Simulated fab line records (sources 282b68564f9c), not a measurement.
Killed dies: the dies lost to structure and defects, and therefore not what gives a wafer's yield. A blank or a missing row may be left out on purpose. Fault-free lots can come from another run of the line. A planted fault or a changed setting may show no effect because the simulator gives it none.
A lot that was struck, set against a sound lot | flow rit_cmos | 43 steps out of a route of 202
Sound: the wafers L779.4, L779.5, L779.6. The struck wafers were L795.2, L795.4, L795.5. Last of all comes the cause.
Each step with rows lists, per side, the tool, then ch with its chambers, then its first start. Under that, the readings that differ: sound wafers | struck wafers | difference of the means | sigmas: that difference in standard deviations of wafers without a fault.
alike: words and numbers the same on both sides, and readings whose means are apart by under 2 such deviations; not compared: readings that were withheld, readings missing a value for some wafer, numbers with overlapping values and no deviation given by the record, and bounds like >300 which may hide the same value.
A row with sigmas, a row that says differs or no value, or rows on one side alone: a step with any of these is where the two part. When numbers do not overlap yet have no deviation, they are printed without sigmas and do not part them. A reading missing from all wafers of one side parts the sides only when that side holds two or more wafers.

first, 5 steps without rows for these wafers: RIT_PRETRO_COAT_01 (resist thk 1300 nm); RIT_PRETRO_SOFTBAKE_02 (time 60 s); RIT_PRETRO_EXPOSE_03 (exposes mask M5, target cd 43700 nm); RIT_PRETRO_PEB_04; RIT_PRETRO_DEVELOP_05 (develop time 68 s).
RIT_PRETRO_OVL_MEAS_06:
  struck on overlay-01, day 6 09:08; sound on overlay-02, day 3 04:46
  alike: PRETRO_OVL
then, 2 steps without rows for these wafers: RIT_PRETRO_HARDBAKE_07 (time 120 s); RIT_PRETRO_IMPLANT_08.
RIT_PRETRO_STRIP_09: strips in O2, time 180 s.
  sound on plasma_asher-04 ch 0,1, day 3 05:14; struck on plasma_asher-01 ch 0,1, day 6 09:34
  alike: drypump_motor_current_A, o2_flow_sccm
  not compared: rf_hours_counter_h
RIT_PRETRO_TW_MEAS_10:
  struck on film_metro-02, day 6 09:45; sound on film_metro-01, day 3 05:23
  alike: PRETRO_TW
then, 2 steps without rows for these wafers: RIT_GATE_WET_ETCH_00 (etches SiO2 in BOE, target depth 56 nm, time 60 s); RIT_GATE_CLEAN_01 (cleans in SC1, time 600 s).
RIT_GATE_CLEAN_02: cleans in dHF, time 30 s.
  sound on wet_bench-02 ch 2, day 3 05:37; struck on wet_bench-04 ch 1, day 6 10:01
then, 2 steps without rows for these wafers: RIT_GATE_CLEAN_03 (cleans in SC2, time 600 s); RIT_GATE_CLEAN_04 (cleans in dHF, time 60 s).
RIT_FOX2_THK_MEAS_91:
  struck on film_metro-01, day 6 10:16; sound on film_metro-01, day 3 05:53
  reading                     | sound       | struck      | difference | sigmas
  FIELD_OXIDE_LEFT_2_THK (nm) | 265 267 272 | 242 239 245 | -26        | -4
then, 2 steps without rows for these wafers: RIT_GATE_OXIDATION_05 (target thk 3 nm, ox time 270 s); RIT_GATE_ANNEAL_06 (time 600 s).
RIT_GATE_THK_MEAS_07:
  struck on film_metro-03, day 6 12:23; sound on film_metro-01, day 3 09:37
  alike: GATE_OXIDE_THK
then, 1 step without rows for these wafers: RIT_GATE_CVD_08 (deposits poly-Si from SiH4, target thk 250 nm, time 2220 s).
RIT_GATE_THK_MEAS_09:
  struck on film_metro-01, day 6 14:53; sound on film_metro-02, day 3 11:18
  alike: GATE_POLY_THK
then, 6 steps without rows for these wafers: RIT_GATE_HMDS_10 (prime time 60 s); RIT_GATE_COAT_11 (resist thk 850 nm); RIT_GATE_SOFTBAKE_12 (time 60 s); RIT_GATE_EXPOSE_13 (exposes mask M6, target cd 150 nm); RIT_GATE_PEB_14; RIT_GATE_DEVELOP_15 (develop time 50 s).
RIT_GATE_CD_MEAS_16 targets a cd of 150 nm.
  struck on cd_sem-01, day 6 15:55; sound on cd_sem-01, day 3 12:17
  alike: cd_nm
RIT_GATE_OVL_MEAS_17:
  struck on overlay-02, day 6 16:02; sound on overlay-01, day 3 12:22
  alike: GATE_OVL
then, 1 step without rows for these wafers: RIT_GATE_HARDBAKE_18 (time 60 s).
RIT_GATE_ETCH_19: etches poly-Si in SF6/CHF3/O2, stops on SiO2, time 165 s, target depth 312.5 nm.
  sound on rie_si-02 ch 0,1,3, day 3 12:32; struck on rie_si-02 ch 0,2,3, day 6 16:13
  alike: drypump_motor_current_A, he_backside_leak_sccm, oes_product_au, rf_fwd_power_W, throttle_valve_pct
  not compared: rf_hours_counter_h
RIT_GATE_STRIP_20: strips in O2, time 180 s.
  sound on plasma_asher-03 ch 0,1, day 3 12:42; struck on plasma_asher-02 ch 0,1, day 6 16:19
  alike: drypump_motor_current_A, o2_flow_sccm
  not compared: rf_hours_counter_h
RIT_GATE_CD_MEAS_90 targets a cd of 150 nm.
  struck on cd_sem-01, day 6 16:31; sound on cd_sem-02, day 3 12:53
  alike: cd_nm
then, 4 steps without rows for these wafers: RIT_REOX_CLEAN_00 (cleans in SC1, time 600 s); RIT_REOX_CLEAN_01 (cleans in dHF, time 30 s); RIT_REOX_CLEAN_02 (cleans in SC2, time 600 s); RIT_REOX_OXIDATION_03 (target thk 25.2 nm, ox time 5580 s).
RIT_REOX_THK_MEAS_04:
  struck on film_metro-02, day 6 19:52; sound on film_metro-02, day 3 15:59
  alike: REOX_OXIDE_THK
then, 4 steps without rows for these wafers: RIT_NLDD_HMDS_00 (prime time 60 s); RIT_NLDD_COAT_01 (resist thk 1000 nm); RIT_NLDD_SOFTBAKE_02 (time 60 s); RIT_NLDD_EXPOSE_03 (exposes mask M7, target cd 40700 nm).
RIT_M1_PROBE_99:
  struck on prober-01, day 7 13:36; sound on prober-01, day 4 09:00
  reading             | sound  | struck   | difference | sigmas
  killed_at_front_end | 8 10 9 | 43 37 41 | +31        | +10
  killed_dies         | 8 10 9 | 43 37 41 | +31        | +10
  killed_on_rim       | 2 3 4  | 11 10 11 | +8         | +5
  alike: killed_at_contacts, killed_open, killed_short

## WHERE THEY PART
Earliest at RIT_FOX2_THK_MEAS_91; latest, in this record, at RIT_M1_PROBE_99.

WHY: what had been put in by the simulator
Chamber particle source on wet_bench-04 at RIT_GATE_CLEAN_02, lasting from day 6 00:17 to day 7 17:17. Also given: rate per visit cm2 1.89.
